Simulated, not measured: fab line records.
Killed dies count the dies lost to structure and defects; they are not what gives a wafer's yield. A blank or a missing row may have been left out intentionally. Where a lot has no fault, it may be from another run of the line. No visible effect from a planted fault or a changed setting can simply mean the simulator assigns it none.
Chamber matching + flow berkeley-cmos170 + UCB170_V2_CMP_02 on cmp-02: 4 sister chambers
The step polishes SiO2. 4 wafers are shown with their chamber, then 8 later ones without.

== WAFERS WITH THEIR CHAMBER ==
| wafer  | chamber | motor-current-A (A) |
|--------|---------|---------------------|
| L750.2 | 3       | 15.4                |
| L751.1 | 1       | 15.6                |
| L751.2 | 0       | 18.6                |
| L754.1 | 2       | 17.7                |

== WAFERS WITHOUT THEIR CHAMBER ==
| wafer  | motor-current-A (A) |
|--------|---------------------|
| L754.4 | 15.8                |
| L754.6 | 18.0                |
| L755.1 | 16.7                |
| L755.4 | 15.8                |
| L755.5 | 15.5                |
| L757.3 | 18.9                |
| L757.4 | 18.3                |
| L757.5 | 15.9                |

== WHICH CHAMBER EACH ONE RAN IN ==
| wafer  | from the rows above          | in truth |
|--------|------------------------------|----------|
| L754.4 | can't be placed: 1 or 3      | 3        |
| L754.6 | can't be placed: 2 or 0      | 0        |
| L755.1 | can't be placed: 2 or 1 or 3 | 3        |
| L755.4 | can't be placed: 1 or 3      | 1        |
| L755.5 | can't be placed: 1 or 3      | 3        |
| L757.3 | 0                            | 0        |
| L757.4 | can't be placed: 0 or 2      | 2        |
| L757.5 | can't be placed: 1 or 3      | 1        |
1 of 8 placed correctly. From these rows, 7 cannot be placed; in 7 the true chamber is one of the candidates. Number placed wrongly: 0.
How it was worked out, from the rows above alone: a wafer's distance from a chamber is the root of the sum, over the readings, of the square of ((its reading less the chamber's mean) divided by the reading's scatter). If the next closest chamber is less than 2 further off than the closest, the wafer can't be placed; otherwise it belongs to the closest. A chamber's mean is the mean of its shown wafers. The scatter: with one shown wafer a chamber, the root of the mean of the squares of how far each hidden wafer lies from its nearest shown one.
